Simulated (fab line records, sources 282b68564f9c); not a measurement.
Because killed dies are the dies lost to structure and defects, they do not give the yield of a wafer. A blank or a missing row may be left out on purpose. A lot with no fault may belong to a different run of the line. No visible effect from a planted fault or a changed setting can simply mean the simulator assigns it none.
A lot that was struck, set against a sound lot | flow rit-cmos | 17 steps out of a route of 202
Sound: these wafers, L465.2, L465.3, L465.4. The struck wafers were L461.2, L461.4, L461.5. The cause comes at the end.
Each step with rows lists, per side, the tool, then ch with its chambers, then its first start. Under that, the readings that differ: sound wafers | struck wafers | difference of the means | sigmas: that difference in standard deviations of wafers without a fault.
alike: same words and numbers on both sides, and readings whose means sit less than 2 such deviations apart. not compared: any withheld reading, any reading some wafer has no value for, any bound like >300 that may hide the same value, and any number with overlapping values for which the record gives no deviation.
Wherever a step has rows on one side only, a row that says differs or no value, or a row with sigmas, the two part there. Numbers that don't overlap but have no deviation are shown without sigmas and don't part them. A reading that every wafer of one side lacks parts them only if that side has two wafers or more.

first, 1 step without rows for these wafers: RIT_PLDD_IMPLANT_08.
RIT_PLDD_STRIP_09: strips in O2, time 180 s.
  sound on plasma-asher-04 ch 0,1, day 5 17:28; struck on plasma-asher-01 ch 0,1, day 4 21:26
  alike: drypump-motor-current-A, rf-refl-power-W
  not compared: rf-hours-counter-h
RIT_PLDD_TW_MEAS_10:
  sound: film-metro-03 at day 5 17:38; struck: film-metro-03 at day 4 21:37
  alike: PLDD_TW
then, 4 steps without rows for these wafers: RIT_SPACER_CLEAN_00 (cleans in SC1, time 600 s); RIT_SPACER_CLEAN_01 (cleans in dHF, time 30 s); RIT_SPACER_CLEAN_02 (cleans in SC2, time 600 s); RIT_SPACER_CVD_03 (deposits Si3N4 from SiH2Cl2/NH3, target thk 250 nm, time 3300 s).
RIT_SPACER_THK_MEAS_04:
  sound: film-metro-02 at day 5 20:00; struck: film-metro-02 at day 4 23:58
  alike: SPACER_NITRIDE_THK
RIT_SPACER_ETCHBACK_05: etches Si3N4 in SF6/CHF3, stops on SiO2, target depth 250 nm, time 240 s.
  sound on rie-diel-01 ch 1,2,3, day 5 20:03; struck on rie-diel-04 ch 2,3, day 5 00:01
  reading               | sound             | struck            | difference | sigmas
  oes-product-au (a.u.) | 0.830 0.833 0.849 | 0.869 0.883 0.879 | +0.040     | +2
  alike: CHF3_flow_sccm, drypump-motor-current-A, throttle-valve-pct
  not compared: rf-hours-counter-h
then, 3 steps without rows for these wafers: RIT_NSD_HMDS_00 (prime time 60 s); RIT_NSD_COAT_01 (resist thk 1000 nm); RIT_NSD_SOFTBAKE_02 (time 60 s).
RIT_NSD_EXPOSE_03: exposes mask M9, target cd 40700 nm.
  sound on iline-stepper-02 ch 0, day 5 20:40; struck on iline-stepper-01 ch 0, day 5 00:38
  reading                     | sound                | struck            | difference | sigmas
  model.NSD.overlay-x-nm (nm) | 0.8915 0.8915 0.8915 | 420.7 420.7 420.7 | +419.8     |
  alike: mask
then, 2 steps without rows for these wafers: RIT_NSD_PEB_04; RIT_NSD_DEVELOP_05 (develop time 50 s).
RIT_NSD_OVL_MEAS_06:
  sound: overlay-02 at day 5 21:05; struck: overlay-02 at day 5 01:13
  reading      | sound       | struck            | difference | sigmas
  NSD_OVL (nm) | 1.9 1.5 1.6 | 421.0 421.5 420.9 | +419.5     | +99 or more
  not compared: hold
next, for these wafers, 1 step has no rows: RIT_M1_PROBE_99.

== WHERE THEY PART ==
Last at RIT_NSD_OVL_MEAS_06 as far as this record goes, first at RIT_SPACER_ETCHBACK_05.

WHY: the cause the simulator had injected
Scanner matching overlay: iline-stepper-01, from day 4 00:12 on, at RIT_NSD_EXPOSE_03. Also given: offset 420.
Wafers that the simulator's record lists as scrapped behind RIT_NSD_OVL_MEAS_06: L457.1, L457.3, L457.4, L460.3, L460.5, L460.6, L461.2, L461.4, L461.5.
